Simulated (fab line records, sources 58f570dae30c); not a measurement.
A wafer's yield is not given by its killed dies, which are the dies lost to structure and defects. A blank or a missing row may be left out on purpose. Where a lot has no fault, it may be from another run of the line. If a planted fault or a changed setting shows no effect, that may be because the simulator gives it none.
Struck lot and sound lot, side by side / flow berkeley_cmos170 / 23 out of 331 route steps
Sound: wafers L495.1, L495.3, L495.6. Struck: wafers L505.3, L505.4, L505.6. At the end, the cause is stated.
At each step with rows: each side's tool, then ch and its chambers, then its first start. Under that, the readings that differ: sound wafers / struck wafers / difference of the means / sigmas: that difference in standard deviations of wafers without a fault.
alike: readings whose means differ by less than 2 such deviations, and words and numbers that are the same on both sides. not compared: withheld readings, readings that some wafer has no value for, bounds like >300 that may hide the same value, and numbers for which the record gives no deviation and whose values overlap.
The two part at a step that has a row with sigmas, a row that says differs or no value, or rows on one side only. Non-overlapping numbers with no deviation appear without sigmas and do not part them. A reading missing from all wafers of one side parts the sides only when that side holds two or more wafers.

UCB170_NWELL_ETCH_13: etches Si3N4 in CH3F/Ar/O2, stops on SiO2, target depth 246.4 nm, time 154 s.
  sound on rie_diel-04 ch 0,1,3, day 2 23:49; struck on rie_diel-03 ch 1,3, day 5 06:47
  alike: chamber_pressure_mTorr, drypump_motor_current_A, oes_product_au, throttle_valve_pct
  not compared: rf_hours_counter_h
after that, 1 step had no rows for these wafers: UCB170_NWELL_IMPLANT_14.
UCB170_NWELL_STRIP_15: strips in O2.
  sound on plasma_asher-02 ch 1, day 3 00:04; struck on plasma_asher-04 ch 0,1, day 5 07:04
reading=drypump_motor_current_A (A); sound=6.28 6.31 6.31; struck=5.74 5.81 5.78; difference=-0.52; sigmas=-2
  alike: chamber_pressure_mTorr, oes_product_au, strip_time_to_endpoint_s
  not compared: rf_hours_counter_h
UCB170_NWELL_TW_MEAS_16:
  sound on film_metro-04, day 3 00:10; struck on film_metro-04, day 5 07:10
  alike: NWELL_TW
then, 6 steps without rows for these wafers: UCB170_NWELL_CLEAN_17 (cleans in SPM, time 600 s); UCB170_NWELL_WET_ETCH_18 (etches Si3N4 in H3PO4, time 14400 s); UCB170_NWELL_WET_ETCH_19 (etches SiO2 in BOE, time 22 s); UCB170_PWELL_CLEAN_00 (cleans in SPM, time 600 s); UCB170_PWELL_CLEAN_01 (cleans in dHF, time 60 s); UCB170_PWELL_OXIDATION_02 (target thk 26.4 nm, ox time 1260 s).
UCB170_PWELL_THK_MEAS_03:
  sound on film_metro-01, day 3 09:22; struck on film_metro-04, day 5 17:19
  alike: PWELL_OXIDE_THK
then, 1 step without rows for these wafers: UCB170_PWELL_ANNEAL_04 (time 900 s).
UCB170_PWELL_CVD_05: deposits Si3N4 from SiH2Cl2/NH3, target thk 220 nm, time 3300 s.
  sound on lpcvd-02 ch 0, day 3 14:58; struck on lpcvd-01 ch 1, day 5 22:49
reading=spike_tc_centre_C (C); sound=803.4 804.4 803.1; struck=780.8 780.0 781.5; difference=-22.9; sigmas=-23
reading=spike_tc_load_C (C); sound=821.6 822.2 823.1; struck=801.5 801.4 803.3; difference=-20.2; sigmas=-16
reading=spike_tc_source_C (C); sound=823.0 822.3 822.7; struck=799.3 800.0 800.6; difference=-22.7; sigmas=-19
reading=susceptor_temp_C (C); sound=800.1 799.3 799.6; struck=778.4 778.8 778.8; difference=-21.0; sigmas=-55
reading=model.Si3N4_of_PWELL_CVD_05.thk_nm (nm); sound=218.1 217.5 217.8; struck=148.2 148 147.6; difference=-69.9; sigmas=
  alike: zone_power_centre_pct
UCB170_PWELL_THK_MEAS_06:
  sound on film_metro-01, day 3 16:53; struck on film_metro-03, day 6 00:59
reading=PWELL_NITRIDE_THK (nm); sound=217.7 217.7 217.9; struck=148.2 148.1 147.7; difference=-69.8; sigmas=-35
  not compared: hold
then, 5 steps without rows for these wafers: UCB170_PWELL_COAT_08 (resist thk 900 nm); UCB170_PWELL_SOFTBAKE_09 (time 60 s); UCB170_PWELL_EXPOSE_10 (exposes mask PWELL, target cd 3000 nm); UCB170_PWELL_PEB_11; UCB170_PWELL_DEVELOP_12 (develop time 45 s).
UCB170_PWELL_OVL_MEAS_13:
  sound on overlay-01, day 3 18:53; struck on overlay-01, day 6 06:19
  alike: PWELL_OVL
UCB170_PWELL_ETCH_14: etches Si3N4 in CH3F/Ar/O2, stops on SiO2, target depth 242 nm, time 151 s.
  sound on rie_diel-01 ch 0,1, day 3 18:55; struck on rie_diel-03 ch 2,3, day 6 06:20
reading=drypump_motor_current_A (A); sound=6.7 6.0 6.6; struck=5.3 5.3 5.2; difference=-1.2; sigmas=-3
reading=oes_product_au (a.u.); sound=0.929 0.968 0.944; struck=0.778 0.775 0.766; difference=-0.174; sigmas=-10
reading=model.etch.depth_nm (nm); sound=218.1 217.5 217.8; struck=148.2 148 147.6; difference=-69.9; sigmas=
  alike: chamber_pressure_mTorr, throttle_valve_pct
  not compared: rf_hours_counter_h
after that, 1 step had no rows for these wafers: UCB170_PWELL_IMPLANT_15.
UCB170_M3_PROBE_99:
  rows exist in the record for the sound wafers here (prober-02, day 9 16:14), none for the struck ones

== WHERE THEY PART ==
At UCB170_NWELL_STRIP_15 first; at UCB170_M3_PROBE_99 last (within this record only).

WHY: whatever the simulator had introduced
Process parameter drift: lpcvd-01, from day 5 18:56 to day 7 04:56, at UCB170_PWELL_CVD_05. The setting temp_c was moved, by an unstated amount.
